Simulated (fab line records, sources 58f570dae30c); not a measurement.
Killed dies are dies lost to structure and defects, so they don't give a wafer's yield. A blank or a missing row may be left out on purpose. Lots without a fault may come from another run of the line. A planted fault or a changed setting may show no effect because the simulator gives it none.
One fault seen from 2 desks | flow berkeley_cmos170 | each desk has only its own numbers; what lay behind them comes last

THE METROLOGY DESK
What the gauges read, lot by lot, whatever tool the lot ran on: means of the sampled wafers that have a number. A lot is out of limits, marked OUT, if its mean lies more than 4 standard deviations from the usual mean; the brackets give that distance.
Columns: A = cd_nm at UCB170_PLDD_CD_MEAS_06, usual 1199.9 nm; B = PSD_TW at UCB170_PSD_TW_MEAS_10, usual 2339; C = cd_nm at UCB170_CONTACT_CD_MEAS_15, usual 700.2 nm; D = M1_OVL at UCB170_M1_OVL_MEAS_10, usual 1 nm
lot  | first seen here | A      | B    | C                | D
L286 | day 7 04:08     | 1202.7 | 2351 | 698.1            | 2
L282 | day 7 04:11     | 1197.6 | 2338 | 700.9            | 0
L283 | day 7 04:21     | 1197.3 | 2361 | 700.5            | 1
L284 | day 7 04:26     | 1198.3 | 2344 | 699.3            | -7
L285 | day 7 04:32     | 1199.7 | 2355 | 701.7            | 3
L288 | day 8 02:53     | 1201.0 | 2338 | 698.4            | -6
L287 | day 8 03:14     | 1201.3 | 2335 | 699.9            | 6
L290 | day 8 14:32     | 1201.4 | 2349 | 699.6            | 2
L292 | day 9 17:01     | 1201.4 | 2331 | 710.4 (+7.8) OUT | -8
L296 | day 9 17:17     | 1200.5 | 2355 | 712.2 (+9.2) OUT | -5
L298 | day 9 22:07     | 1200.0 | 2315 | 709.0 (+6.8) OUT | -5
L299 | day 10 16:39    | 1202.6 | 2357 | 699.9            | -2
L300 | day 10 17:01    | 1199.8 | 2349 | 700.2            | 3
L303 | day 11 03:16    | 1200.0 | 2361 | 700.3            | 6
L305 | day 11 14:07    | 1199.5 | 2336 | 701.1            | 7
This desk's finding: out of limits on L292, L296, L298; first on L296, day 10 13:31 (cd_nm at UCB170_CONTACT_CD_MEAS_15). In limits: L286, L282, L283, L284, L285, L288, L287, L290, L299, L300, L303, L305.

THE TOOL OWNER'S DESK: litho_track-04
The tool's own readings at UCB170_CONTACT_PEB_13: means of the sampled wafers that have a number, for each lot that ran on this tool. A lot is out of limits, marked OUT, if its mean lies more than 4 standard deviations from the usual mean; the brackets give that distance.
Columns: A = heater_power_total_W at UCB170_CONTACT_PEB_13, usual 56.80 W; B = plate_temp_C at UCB170_CONTACT_PEB_13, usual 130.00 C
lot  | first seen here | A               | B
L285 | day 8 02:02     | 56.79           | 129.95
L288 | day 9 03:11     | 56.83           | 130.06
L290 | day 9 10:11     | 56.84           | 129.91
L296 | day 10 13:15    | 57.91 (+24) OUT | 132.00 (+15) OUT
L292 | day 10 13:32    | 57.91 (+24) OUT | 132.05 (+16) OUT
L298 | day 10 18:49    | 57.92 (+24) OUT | 131.92 (+15) OUT
This desk's finding: out of limits on L292, L296, L298; first on L296, day 10 13:15 (heater_power_total_W at UCB170_CONTACT_PEB_13). In limits: L285, L288, L290.

PUT TOGETHER
The tool owner's desk could have raised an alarm at day 10 13:15, on L292, L296, L298.
The metrology desk could have raised an alarm at day 10 13:31, on L292, L296, L298.
Of the lots named, all ran UCB170_CONTACT_PEB_13 on litho_track-04.

WHAT THE SIMULATOR HAD PUT IN
Process parameter drift: litho_track-04, from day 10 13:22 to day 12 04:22, at UCB170_CONTACT_PEB_13. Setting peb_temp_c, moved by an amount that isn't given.
Lots struck among those shown: L292, L296, L298.
